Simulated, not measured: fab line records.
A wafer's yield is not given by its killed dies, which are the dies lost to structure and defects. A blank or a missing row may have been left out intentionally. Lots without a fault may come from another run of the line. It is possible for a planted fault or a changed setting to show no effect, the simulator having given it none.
The same fault as seen by 2 desks -- flow rit cmos -- what lay behind the numbers comes last; until then each desk has only its own

== TOOL OWNER'S DESK, furnace-03 ==
Per lot that ran on this tool, the mean of the sampled wafers carrying a number, from the tool's own readings at RIT_WELLDRIVE_ANNEAL_00 (time 14700 s). Any lot whose mean is over 4 standard deviations away from the usual mean is out of limits and marked OUT; that distance is given in the brackets.
Columns: A = run length s at RIT_WELLDRIVE_ANNEAL_00, usual 18269 s; B = spike tc source C at RIT_WELLDRIVE_ANNEAL_00, usual 1128.5 C
lot,first seen here,A,B
L844,day 2 19:55,18279,1124.9
L845,day 3 01:05,18278,1125.4
L847,day 3 09:32,18281,1126.7
L848,day 3 15:59,23433 (+99 or more) OUT,1126.4
L850,day 4 01:34,23422 (+99 or more) OUT,1125.7
L853,day 4 19:41,23421 (+99 or more) OUT,1125.6
This desk's finding: out of limits on L848, L850, L853; first on L848, day 3 15:59 (run length s at RIT_WELLDRIVE_ANNEAL_00). In limits: L844, L845, L847.

== THE METROLOGY DESK ==
Lot by lot, what the gauges showed, no matter which tool ran the lot: averages of those sampled wafers that carry a number. Any lot whose mean is over 4 standard deviations away from the usual mean is out of limits and marked OUT; that distance is given in the brackets.
Columns: A = NWELL_RS at RIT_WELLDRIVE_RS_MEAS_01, usual 275.9 ohm/sq; B = PWELL_RS at RIT_WELLDRIVE_RS_MEAS_02, usual 429.8 ohm/sq
lot,first seen here,A,B
L840,day 2 04:37,276.3,429.1
L842,day 2 13:43,276.5,430.0
L843,day 2 18:47,276.0,429.3
L844,day 3 01:01,276.7,429.5
L845,day 3 06:11,276.3,428.3
L847,day 3 14:37,275.3,429.0
L848,day 3 21:05,260.0 (-22) OUT,411.7 (-14) OUT
L849,day 4 02:22,275.0,430.3
L850,day 4 06:40,261.6 (-20) OUT,413.3 (-13) OUT
L851,day 4 12:05,276.4,429.9
L852,day 4 16:46,275.5,430.0
L853,day 5 00:50,261.6 (-20) OUT,412.4 (-13) OUT
L857,day 5 19:01,276.7,430.1
L859,day 6 02:44,275.6,429.0
L860,day 6 08:51,276.2,430.0
Finding of this desk: L848, L850, L853 out of limits, first seen on L848 at day 3 21:05 (NWELL_RS at RIT_WELLDRIVE_RS_MEAS_01). In limits: L840, L842, L843, L844, L845, L847, L849, L851, L852, L857, L859, L860.

== ALL TOGETHER ==
At day 3 15:59, on L848, L850, L853, the tool owner's desk was in a position to raise an alarm.
Metrology desk: alarm possible at day 3 21:05 on L848, L850, L853.
On furnace-03, each named lot ran RIT_WELLDRIVE_ANNEAL_00.

== WHAT THE SIMULATOR HAD INSERTED ==
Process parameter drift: furnace-03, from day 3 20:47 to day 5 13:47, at RIT_WELLDRIVE_ANNEAL_00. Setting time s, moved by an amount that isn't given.
Struck lots among those shown: L848, L850, L853.
